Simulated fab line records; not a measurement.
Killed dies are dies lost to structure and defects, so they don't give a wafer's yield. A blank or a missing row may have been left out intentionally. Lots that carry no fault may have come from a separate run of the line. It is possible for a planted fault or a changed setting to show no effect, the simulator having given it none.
fab line records	flow berkeley-cmos170
[record] lots = 7	wafers = 21	last-day = 13
route steps=331 shown M1@251 V1@254
lots untouched by any fault: they come from a run of this same line in which no faults occurred
start-h: the number of hours between the record's first day and the start of the first shown wafer of the lot	wait-h: hours from the lot's prior step to this one	" same as the row above	L1.1+2: one row covering several wafers at once	- no value, or no start was given	* or withheld: withheld	< > ~ a bound
route shown NAME@n: names a module that has steps shown in the file, with the first one's number in the route	usual: mean and standard deviation over wafers with no fault	same: alike in all rows	chamber/n: place in a boat	sites: the reading at each site	_std_site: standard deviation of those values	_edge_site: mean of outer sites minus mean of inner sites	radius-mm: how far each site lies from the wafer's centre	mask NAME#n: copy n	behind: the tool/chamber that last shaped the wafer	hold: why the lot was held/for how many hours/how that ended	device: transistor that didn't switch, given as n, p or np	end of line: the route-end tests of the same wafers	a step with no rows: only its recipe	killed: the dies lost at the first sort to structure and to defects; this is not the yield of the wafer	map: per-die view of a wafer (x killed, . not killed, _ where there is no die)
set.NAME: the setting that was run; set.NAME@STEP: the one run at that earlier step	model.NAME: the simulator's own value behind a step, which no gauge read
a table for each step, a row for each wafer; lots at some steps of the route
services: when a tool's chamber went out of use (start-h, in hours from the record's first day, below 0 if earlier), for how many hours, and the reason
[[steps]]
[step UCB170_M1_STRIP_13]
[recipe] chemistry = O2	power-w = 400	pressure-mtorr = 3500	platen-temp-c = withheld	o2-flow-sccm = 400	overash-fraction = 0.5
[usual] drypump-motor-current-A = 5.6/0.34	oes-product-au = 0.720/0.0041
lot.wafer	tool	chamber	start-h	wait-h	drypump-motor-current-A	oes-product-au	rf-hours-counter-h
L347.1	plasma-asher-03	0	222.38	0.1	5.9	0.721	50
L347.2	"	1	"	"	5.4	0.719	50
L347.5	"	1	"	"	5.4	0.710	-
L354.2	plasma-asher-01	1	231.40	0.1	6.1	0.714	49
L354.5	"	0	"	"	5.8	0.719	-
L354.6	"	1	"	"	6.1	0.722	-
L351.1	plasma-asher-03	1	233.28	0.1	5.4	0.723	51
L351.3	"	1	"	"	5.4	0.717	-
L351.4	"	0	"	"	5.9	0.717	-
L355.3	plasma-asher-03	0	248.54	0.1	6.0	0.726	-
L355.4	"	1	"	"	5.4	0.727	-
L355.5	"	1	"	"	5.4	0.723	-
L356.1	plasma-asher-01	0	275.26	0.1	5.8	0.716	53
L356.4	"	0	"	"	5.8	0.712	-
L356.5	"	0	"	"	5.8	0.712	-
L361.2	plasma-asher-04	0	285.47	0.1	5.1	0.717	50
L361.3	"	1	"	"	5.4	0.722	-
L361.5	"	1	"	"	5.4	0.715	-
L363.2	plasma-asher-01	0	287.22	0.1	5.8	0.720	54
L363.3	"	0	"	"	5.8	0.721	-
L363.6	"	1	"	"	6.1	0.712	-
[step UCB170_M1_CD_MEAS_90]
[recipe] target-cd-nm = 700
[usual] cd-nm = 700.3/2.6
lot.wafer	tool	chamber	start-h	wait-h	cd-nm
L347.1	cd-sem-02	-	222.48	0.1	704.6
L347.2	"	-	"	"	698.0
L347.5	"	-	"	"	705.2
L354.2	cd-sem-01	-	231.52	0.1	701.4
L354.5	"	-	"	"	700.4
L354.6	"	-	"	"	701.1
L351.1	cd-sem-02	-	233.38	0.1	705.4
L351.3	"	-	"	"	705.0
L351.4	"	-	"	"	702.3
L355.3	cd-sem-02	-	248.65	0.1	700.3
L355.4	"	-	"	"	701.2
L355.5	"	-	"	"	699.1
L356.1	cd-sem-01	-	275.36	0.1	700.2
L356.4	"	-	"	"	702.3
L356.5	"	-	"	"	702.1
L361.2	cd-sem-02	-	285.59	0.1	701.4
L361.3	"	-	"	"	696.4
L361.5	"	-	"	"	698.1
L363.2	cd-sem-02	-	287.37	0.1	698.0
L363.3	"	-	"	"	695.6
L363.6	"	-	"	"	695.4
[step UCB170_M1_ANNEAL_14]
[recipe] temp-c = 400	time-s = 1200	ambient = forming-gas
[step UCB170_V1_CVD_00]
[recipe] material = SiO2	target-thk-nm = 2000	temp-c = 390	precursor = TEOS/O2	time-s = 250	rf-w = 550	pressure-mtorr = 9000
[usual] heater-power-w = 230/40
lot.wafer	tool	chamber	start-h	wait-h	heater-power-w
L347.1	pecvd-04	0	223.94	0.0	207
L347.2	"	2	"	"	261
L347.5	"	1	"	"	139
L354.2	pecvd-01	1	232.96	0.0	184
L354.5	"	2	"	"	257
L354.6	"	0	"	"	189
L351.1	pecvd-01	1	235.62	0.0	187
L351.3	"	0	"	"	239
L351.4	"	0	"	"	196
L355.3	pecvd-02	2	250.06	0.0	212
L355.4	"	1	"	"	226
L355.5	"	2	"	"	274
L356.1	pecvd-02	2	276.81	0.0	251
L356.4	"	0	"	"	190
L356.5	"	1	"	"	224
L361.2	pecvd-02	2	287.03	0.0	243
L361.3	"	1	"	"	325
L361.5	"	2	"	"	198
L363.2	pecvd-04	1	289.69	0.0	213
L363.3	"	0	"	"	256
L363.6	"	1	"	"	151
[step UCB170_V1_THK_MEAS_01]
[recipe] reads = SiO2_of_V1_CVD_00
[usual] V1_TEOS_THK = 2010/28
lot.wafer	tool	chamber	start-h	wait-h	V1_TEOS_THK[nm]
L347.1	film-metro-04	-	224.09	0.1	1993
L347.2	"	-	"	"	1977
L347.5	"	-	"	"	2046
L354.2	film-metro-03	-	233.12	0.1	1973
L354.5	"	-	"	"	2022
L354.6	"	-	"	"	2012
L351.1	film-metro-03	-	235.78	0.1	1966
L351.3	"	-	"	"	1991
L351.4	"	-	"	"	2010
L355.3	film-metro-02	-	250.24	0.1	2006
L355.4	"	-	"	"	2050
L355.5	"	-	"	"	2056
L356.1	film-metro-04	-	276.97	0.1	2016
L356.4	"	-	"	"	2034
L356.5	"	-	"	"	2027
L361.2	film-metro-04	-	287.19	0.1	2020
L361.3	"	-	"	"	2010
L361.5	"	-	"	"	2049
L363.2	film-metro-02	-	289.86	0.1	2000
L363.3	"	-	"	"	1983
L363.6	"	-	"	"	2056
[step UCB170_V1_CMP_02]
[recipe] material = SiO2	down-force-psi = 6	platen-rpm = 60	pad-velocity-m-s = 0.75398
[usual] motor-current-A = 17.0/1.6
lot.wafer	tool	chamber	start-h	wait-h	motor-current-A
L347.2	cmp-01	3	224.20	0.1	13.9
L347.1	"	0	"	"	17.2
L347.5	"	2	"	"	20.6
L354.2	cmp-02	2	233.32	0.2	18.6
L354.5	"	3	"	"	17.0
L354.6	"	0	"	"	18.8
L351.3	cmp-02	1	235.89	0.1	16.6
L351.1	"	2	"	"	17.6
L351.4	"	3	"	"	16.2
L355.4	cmp-01	3	250.33	0.1	14.5
L355.3	"	1	"	"	18.1
L355.5	"	2	"	"	19.5
L356.1	cmp-01	2	277.03	0.1	19.0
L356.4	"	3	"	"	14.4
L356.5	"	2	"	"	20.6
L361.3	cmp-01	0	287.24	0.0	17.5
L361.2	"	1	"	"	17.5
L361.5	"	0	"	"	16.6
L363.3	cmp-02	1	289.96	0.1	15.9
L363.2	"	2	"	"	17.3
L363.6	"	0	"	"	16.9
[step UCB170_V1_BOW_MEAS_03]
[recipe] mode = bow
[usual] V1_BOW = 18/7.1
lot.wafer	tool	chamber	start-h	wait-h	V1_BOW[um]
L347.1	film-metro-04	-	224.45	0.1	26
L347.2	"	-	"	"	29
L347.5	"	-	"	"	27
L354.2	film-metro-04	-	233.49	0.1	11
L354.5	"	-	"	"	13
L354.6	"	-	"	"	23
L351.1	film-metro-02	-	236.14	0.1	15
L351.3	"	-	"	"	18
L351.4	"	-	"	"	8
L355.3	film-metro-04	-	250.62	0.1	22
L355.4	"	-	"	"	8
L355.5	"	-	"	"	9
L356.1	film-metro-02	-	277.33	0.2	28
L356.4	"	-	"	"	4
L356.5	"	-	"	"	14
L361.2	film-metro-02	-	287.56	0.2	26
L361.3	"	-	"	"	22
L361.5	"	-	"	"	28
L363.2	film-metro-03	-	290.23	0.2	24
L363.3	"	-	"	"	27
L363.6	"	-	"	"	24
[step UCB170_V1_THK_MEAS_04]
[recipe] reads = SiO2_of_V1_CVD_00
[usual] V1_POLISHED_THK = 1000.1/1.2
lot.wafer	tool	chamber	start-h	wait-h	V1_POLISHED_THK[nm]
L347.1	film-metro-04	-	224.57	0.1	1001.2
L347.2	"	-	"	"	998.0
L347.5	"	-	"	"	998.8
L354.2	film-metro-04	-	233.60	0.1	1000.7
L354.5	"	-	"	"	999.5
L354.6	"	-	"	"	1001.2
L351.1	film-metro-02	-	236.26	0.1	1000.2
L351.3	"	-	"	"	998.6
L351.4	"	-	"	"	1000.1
L355.3	film-metro-04	-	250.72	0.1	1001.0
L355.4	"	-	"	"	998.7
L355.5	"	-	"	"	998.1
L356.1	film-metro-02	-	277.45	0.1	998.9
L356.4	"	-	"	"	999.2
L356.5	"	-	"	"	999.5
L361.2	film-metro-02	-	287.67	0.1	1001.5
L361.3	"	-	"	"	1001.9
L361.5	"	-	"	"	1001.5
L363.2	film-metro-03	-	290.34	0.1	1000.7
L363.3	"	-	"	"	999.1
L363.6	"	-	"	"	999.6
[step UCB170_V1_CLEAN_05]
[recipe] chemistry = DIW
[step UCB170_V1_HMDS_06]
[recipe] prime-time-s = 60	prime-temp-c = 100
[step UCB170_V1_COAT_07]
[recipe] resist = KrF	spin-rpm = 1500	resist-thk-nm = 900
[step UCB170_V1_SOFTBAKE_08]
[recipe] resist = KrF	temp-c = 130	time-s = 60
[step UCB170_V1_EXPOSE_09]
[recipe] mask-id = VIA1	target-cd-nm = 700	na = 0.5	sigma-outer = 0.6	source-shape = conventional	dose-mj = 37
[usual] exposure-dose-mJ-cm2 = 36.98/0.039	focus-offset-nm = 0.1/0.54
lot.wafer	tool	chamber	start-h	wait-h	mask	exposure-dose-mJ-cm2	focus-offset-nm
L347.1	krf-scanner-02	0	225.26	0.1	VIA1#0	36.94	-0.1
L347.2	"	0	"	"	VIA1#0	37.01	-0.6
L347.5	"	0	"	"	VIA1#0	36.98	0.7
L354.2	krf-scanner-01	0	234.69	0.2	VIA1#0	36.93	-0.1
L354.5	"	0	"	"	VIA1#0	36.98	-0.7
L354.6	"	0	"	"	VIA1#0	36.98	0.1
L351.1	krf-scanner-02	-	237.80	0.2	VIA1#0	-	-
L351.3	"	-	"	"	VIA1#0	-	-
L351.4	"	-	"	"	VIA1#0	-	-
L355.3	krf-scanner-02	-	251.60	0.1	VIA1#0	-	-
L355.4	"	-	"	"	VIA1#0	-	-
L355.5	"	-	"	"	VIA1#0	-	-
L356.1	krf-scanner-02	-	278.15	0.1	VIA1#0	-	-
L356.4	"	-	"	"	VIA1#0	-	-
L356.5	"	-	"	"	VIA1#0	-	-
L361.2	krf-scanner-01	0	290.68	0.3	VIA1#0	36.98	0.5
L361.3	"	0	"	"	VIA1#0	37.00	0.1
L361.5	"	0	"	"	VIA1#0	37.02	-0.1
L363.2	krf-scanner-01	0	295.66	0.4	VIA1#0	36.88	-0.4
L363.3	"	0	"	"	VIA1#0	36.92	-0.9
L363.6	"	0	"	"	VIA1#0	36.95	0.3
[step UCB170_V1_PEB_10]
[recipe] peb-temp-c = 130	peb-time-s = withheld	resist = KrF
[[services]]
tool	chamber	start-h	hours	kind
cmp-01	-	201.31	9.0	pm
cmp-02	-	208.63	2.0	repair
krf-scanner-01	-	209.67	0.8	pm
krf-scanner-01	-	217.46	0.4	repair
pecvd-02	-	219.19	14.6	pm
krf-scanner-02	-	222.24	1.3	pm
krf-scanner-02	-	229.33	1.0	pm
plasma-asher-04	-	231.39	4.7	repair
cmp-01	-	232.21	4.0	pm
cmp-01	-	236.21	-	consumable-replace:conditioner
cmp-01	-	236.21	-	consumable-replace:pad
krf-scanner-02	0	240.32	-	calibration
pecvd-04	-	242.51	14.0	pm
pecvd-04	0	242.51	14.0	vent-cycle
pecvd-04	1	242.51	14.0	vent-cycle
krf-scanner-02	-	251.77	4.4	pm
plasma-asher-04	-	254.25	15.7	repair
krf-scanner-01	-	256.15	0.8	pm
krf-scanner-01	-	256.90	3.6	pm
krf-scanner-01	-	260.45	1.3	pm
cmp-02	-	267.81	7.2	pm
krf-scanner-01	0	268.21	-	calibration
pecvd-04	-	273.51	14.6	pm
pecvd-01	-	288.60	1.8	repair
[[key]]
[first-sign] step = UCB170_V1_EXPOSE_09	reading = tool-record	direction = missing
effect none on later readings
met-at UCB170_V1_EXPOSE_09
struck-wafers L351.1,L351.3,L351.4,L355.3,L355.4,L355.5,L356.1,L356.4,L356.5
later-rows-left-out L351.1,L351.3,L351.4,L355.3,L355.4,L355.5,L356.1,L356.4,L356.5
sort-left-out L351.1,L351.3,L351.4,L355.3,L355.4,L355.5,L356.1,L356.4,L356.5
onset-between 225.26 237.80
[fault] kind = skipped-step-whole	tool = krf-scanner-02	chamber = -	onset-h = 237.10	steps = UCB170_V1_EXPOSE_09	scope = struck-lots-only
// sort-left-out: the simulated sort isn't trusted on such a fault, so these wafers' sort isn't shown, and their yield isn't known
// later-rows-left-out: the simulator's readings of these wafers behind a module that went badly wrong aren't trusted and aren't shown, but for the sort
